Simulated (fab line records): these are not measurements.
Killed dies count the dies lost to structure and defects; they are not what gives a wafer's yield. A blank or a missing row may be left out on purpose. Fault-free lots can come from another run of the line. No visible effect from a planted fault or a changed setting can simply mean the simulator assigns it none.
A struck lot beside a sound one    flow rit_cmos    17 out of 202 route steps
Sound: these wafers, L536.1, L536.2, L536.4. The struck wafers were L542.1, L542.4, L542.5. The cause comes at the end.
At each step with rows: each side's tool, then ch and its chambers, then its first start. Under that, the readings that differ: sound wafers    struck wafers    difference of the means    sigmas: that difference in standard deviations of wafers without a fault.
alike: words and numbers the same on both sides, and readings whose means are apart by under 2 such deviations; not compared: readings that were withheld, readings missing a value for some wafer, numbers with overlapping values and no deviation given by the record, and bounds like >300 which may hide the same value.
Wherever a step has rows on one side only, a row that says differs or no value, or a row with sigmas, the two part there. Numbers that don't overlap but have no deviation are shown without sigmas and don't part them. A reading that every wafer of one side lacks parts them only if that side has two wafers or more.

first, 2 steps without rows for these wafers: RIT_NRETRO_HARDBAKE_07 (time 120 s); RIT_NRETRO_IMPLANT_08.
RIT_NRETRO_STRIP_09: strips in O2, time 180 s.
  sound on plasma_asher-04 ch 0,1, day 3 12:54; struck on plasma_asher-03 ch 0, day 4 17:58
  alike: drypump_motor_current_A
  not compared: rf_hours_counter_h
RIT_NRETRO_TW_MEAS_10:
  sound on film_metro-03, day 3 13:04; struck on film_metro-04, day 4 18:09
  alike: NRETRO_TW
then, 2 steps without rows for these wafers: RIT_PRETRO_HMDS_00 (prime time 60 s); RIT_PRETRO_COAT_01 (resist thk 1300 nm).
RIT_PRETRO_SOFTBAKE_02: time 62.63 s.
  sound on litho_track-03 ch 0, day 3 13:26; struck on litho_track-04 ch 0, day 4 18:31
  alike: plate_sensor_t_centre_C, plate_sensor_t_edge_C
then, 3 steps without rows for these wafers: RIT_PRETRO_EXPOSE_03 (exposes mask M5, target cd 43700 nm); RIT_PRETRO_PEB_04; RIT_PRETRO_DEVELOP_05 (develop time 68 s).
RIT_PRETRO_OVL_MEAS_06:
  sound on overlay-02, day 3 14:15; struck on overlay-01, day 4 19:09
reading          sound         struck       difference  sigmas
PRETRO_OVL (nm)  0.6 1.0 -0.6  2.6 4.0 4.4  +3.3        +3
then, 1 step without rows for these wafers: RIT_PRETRO_HARDBAKE_07 (time 120 s).
RIT_PRETRO_IMPLANT_08:
  sound on implanter-03 ch 0, day 3 14:32; struck on implanter-03 ch 0, day 4 19:26
reading             sound                             struck                         difference  sigmas
dose_ions_cm2       1.1965e+13 1.1998e+13 1.1984e+13  7.673e+12 7.664e+12 7.673e+12  -4.312e+12  -99 or more
faraday_current_uA  38.1 35.9 38.5                    24.0 24.6 23.6                 -13.4       -17
RIT_PRETRO_STRIP_09: strips in O2, time 180 s.
  sound on plasma_asher-02 ch 0,1, day 3 14:41; struck on plasma_asher-01 ch 0,1, day 4 19:35
  alike: drypump_motor_current_A
  not compared: rf_hours_counter_h
RIT_PRETRO_TW_MEAS_10:
  sound on film_metro-01, day 3 14:52; struck on film_metro-02, day 4 19:46
reading    sound        struck       difference  sigmas
PRETRO_TW  472 473 473  410 412 410  -62         -19
then, 1 step without rows for these wafers: RIT_GATE_WET_ETCH_00 (etches SiO2 in BOE, target depth 56 nm, time 60 s).
RIT_M1_PROBE_99:
  sound on prober-01, day 4 17:03; struck on prober-01, day 5 22:06
reading                               sound                 struck               difference  sigmas
killed_at_M0_to_M3                    0 1 0                 0 0 0                +0          -2
model.etest.nmos_0p3.r_on_ohm_um      2272 2293 2283        2064 2054 2056       -225        
model.etest.nmos_0p15.r_on_ohm_um     1156 1171 1155        1070 1071 1076       -88         
model.etest.nmos_turned.drive_ua_um   308.5 313 314.6       354.3 368.6 366.8    +51.2       
model.etest.nmos_0p15.drive_ua_um     433.8 436.7 433.4     489.2 494.5 502      +60.6       
model.etest.nmos_0p3.drive_ua_um      203.4 202 199.2       237.8 244.7 242.1    +40.0       
model.etest.nmos_narrow.drive_ua_um   202.2 199.2 195.6     234.6 244 241.4      +41.0       
model.etest.ring.delay_ps             28.77 28.87 29.14     26.5 26.83 26.01     -2.5        
model.etest.nmos_0p15.off_log10_a_um  -10.49 -10.41 -10.44  -8.746 -8.872 -8.59  +1.711      
  alike: killed_at_front_end, killed_dies, killed_open, killed_short

## WHERE THEY PART
Earliest at RIT_PRETRO_OVL_MEAS_06; latest, in this record, at RIT_M1_PROBE_99.

WHY: whatever the simulator had introduced
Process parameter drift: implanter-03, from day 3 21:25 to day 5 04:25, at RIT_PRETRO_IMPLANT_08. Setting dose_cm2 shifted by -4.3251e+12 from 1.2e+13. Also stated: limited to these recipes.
